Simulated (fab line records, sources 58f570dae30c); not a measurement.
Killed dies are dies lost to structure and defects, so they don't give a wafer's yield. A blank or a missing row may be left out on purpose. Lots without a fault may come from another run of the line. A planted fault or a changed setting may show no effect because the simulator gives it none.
Split-lot experiment | flow berkeley_cmos170 | 5 lots, 23 wafers read, on a route of 331 steps

THE SPLIT
At UCB170_START_OXIDATION_02 (target thk 20 nm, ox time 1800 s), the setting ox_time_s was moved away from the recipe's 1800 s on 20 of the 23 wafers read, by -12.3% to +10.1%. The other wafers ran this setting at the recipe's value.

The file shows no step between the split and the reading.

THE READING
START_OXIDE_THK, in nm, at UCB170_START_THK_MEAS_03. Fault-free wafers of this fab line usually give 20.1 nm, standard deviation 0.4 nm.

wafer  | tool, chamber at the split | ox_time_s as run, s | against the recipe | START_OXIDE_THK, nm | against lot-mates on the recipe
L078.1 | -, -                       | 1578                | -12.3%             | 18.6                | no lot-mate on the recipe
L078.2 | -, -                       | 1578                | -12.3%             | 18.5                | no lot-mate on the recipe
L078.3 | -, -                       | 1578                | -12.3%             | 18.8                | no lot-mate on the recipe
L078.4 | -, -                       | 1578                | -12.3%             | 18.3                | no lot-mate on the recipe
L078.6 | -, -                       | 1578                | -12.3%             | 18.2                | no lot-mate on the recipe
L079.2 | furnace-02, 0              | 1800                | recipe             | 19.9                | -
L079.3 | furnace-02, 0              | 1800                | recipe             | 19.4                | -
L079.6 | furnace-02, 0              | 1800                | recipe             | 20.0                | -
L081.1 | -, -                       | 1603                | -10.9%             | 18.9                | no lot-mate on the recipe
L081.2 | -, -                       | 1603                | -10.9%             | 18.6                | no lot-mate on the recipe
L081.3 | -, -                       | 1603                | -10.9%             | 18.6                | no lot-mate on the recipe
L081.5 | -, -                       | 1603                | -10.9%             | 18.7                | no lot-mate on the recipe
L081.6 | -, -                       | 1603                | -10.9%             | 18.4                | no lot-mate on the recipe
L084.1 | -, -                       | 1982                | +10.1%             | 21.3                | no lot-mate on the recipe
L084.2 | -, -                       | 1982                | +10.1%             | 21.3                | no lot-mate on the recipe
L084.4 | -, -                       | 1982                | +10.1%             | 21.2                | no lot-mate on the recipe
L084.5 | -, -                       | 1982                | +10.1%             | 21.1                | no lot-mate on the recipe
L084.6 | -, -                       | 1982                | +10.1%             | 21.1                | no lot-mate on the recipe
L085.1 | -, -                       | 1578                | -12.3%             | 18.7                | no lot-mate on the recipe
L085.2 | -, -                       | 1578                | -12.3%             | 18.6                | no lot-mate on the recipe
L085.3 | -, -                       | 1578                | -12.3%             | 18.3                | no lot-mate on the recipe
L085.4 | -, -                       | 1578                | -12.3%             | 18.5                | no lot-mate on the recipe
L085.6 | -, -                       | 1578                | -12.3%             | 18.6                | no lot-mate on the recipe

THE FIT
A straight line over all 23 wafers: START_OXIDE_THK changes by +0.118 nm for each +1% of ox_time_s; r = +0.99; the points scatter about the line by 0.2 nm.
Too few moved wafers have a lot-mate on the recipe to fit a line with each lot's own level taken away.

THE WHOLE CHAIN: every reading that the file lists as answering this split, in the file's order
step                      | what it does                     | reading                                                                            | change (the file's fit)               | r (the file's)
UCB170_START_OXIDATION_02 | target thk 20 nm, ox time 1800 s | SiO2_of_START_OXIDATION_02.thk_nm (the simulator's own value, which no gauge read) | +0.119 nm for each +1% of the setting | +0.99
UCB170_START_THK_MEAS_03  |                                  | START_OXIDE_THK                                                                    | +0.119 for each +1% of the setting    | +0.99

THE FILE'S OWN FIT
START_OXIDE_THK changes by +0.119 nm for each +1% of ox_time_s, r = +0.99.
